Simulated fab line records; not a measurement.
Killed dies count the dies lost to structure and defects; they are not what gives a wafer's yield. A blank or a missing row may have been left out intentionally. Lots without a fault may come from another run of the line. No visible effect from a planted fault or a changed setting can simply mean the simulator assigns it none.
The same fault as seen by 2 desks -- flow rit cmos -- every desk sees just its own numbers, and what lay behind them comes last

## THE TOOL OWNER'S DESK: implanter-03
RIT_NSD_IMPLANT_08, tool's own readings: per-lot mean of the sampled wafers with a number, covering each lot this tool ran. Marked OUT: a lot whose mean sits more than 4 standard deviations from the usual mean, which makes it out of limits; the brackets give that distance.
Columns: A = dose ions cm2 at RIT_NSD_IMPLANT_08, usual 9.997e+14; B = faraday current uA at RIT_NSD_IMPLANT_08, usual 3127
lot,first seen here,A,B
L221,day 4 10:35,9.988e+14,3092
L224,day 5 06:17,1.001e+15,3140
L230,day 6 11:07,7.039e+14 (-99 or more) OUT,2199 (-15) OUT
L231,day 6 14:10,7.035e+14 (-99 or more) OUT,2221 (-15) OUT
This desk's finding: out of limits on L230, L231; first on L230, day 6 11:07 (dose ions cm2 at RIT_NSD_IMPLANT_08). L221, L224 stayed within limits.

## FROM THE METROLOGY DESK
What the gauges read for every lot (on any tool): the sampled wafers with a number, averaged. Marked OUT: a lot whose mean sits more than 4 standard deviations from the usual mean, which makes it out of limits; the brackets give that distance.
Columns: A = NSD_TW at RIT_NSD_TW_MEAS_10, usual 3117; B = NSD_RS at RIT_SDANNEAL_RS_MEAS_05, usual 84.4 ohm/sq
lot,first seen here,A,B
L214,day 3 03:47,3103,84.1
L216,day 3 15:52,3118,84.1
L217,day 3 18:45,3112,84.4
L218,day 3 22:26,3114,84.0
L219,day 4 02:38,3109,84.2
L220,day 4 06:53,3099,84.1
L221,day 4 10:55,3115,84.8
L224,day 5 06:36,3117,84.5
L225,day 5 08:39,3123,84.3
L230,day 6 11:26,2890 (-15) OUT,111.8 (+83) OUT
L231,day 6 14:29,2890 (-15) OUT,111.0 (+81) OUT
L233,day 7 01:04,3136,84.0
L236,day 7 20:20,3093,84.2
L237,day 8 00:34,3136,84.5
This desk finds L230, L231 out of limits, with the earliest case on L230 at day 6 11:26 (NSD_TW at RIT_NSD_TW_MEAS_10). L214, L216, L217, L218, L219, L220, L221, L224, L225, L233, L236, L237 stayed within limits.

## TAKEN TOGETHER
The tool owner's desk had the chance to raise an alarm at day 6 11:07 on L230, L231.
On L230, L231, the metrology desk was in a position to raise an alarm at day 6 11:26.
On implanter-03, each named lot ran RIT_NSD_IMPLANT_08.

## WHAT THE SIMULATOR PUT IN
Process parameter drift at RIT_NSD_IMPLANT_08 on implanter-03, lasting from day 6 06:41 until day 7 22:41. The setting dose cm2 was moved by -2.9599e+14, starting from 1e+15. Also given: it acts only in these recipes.
Lots struck among those shown: L230, L231.
Fault start to first reading out of limits, in hours, per desk: tool owner, 4; metrology, 5.
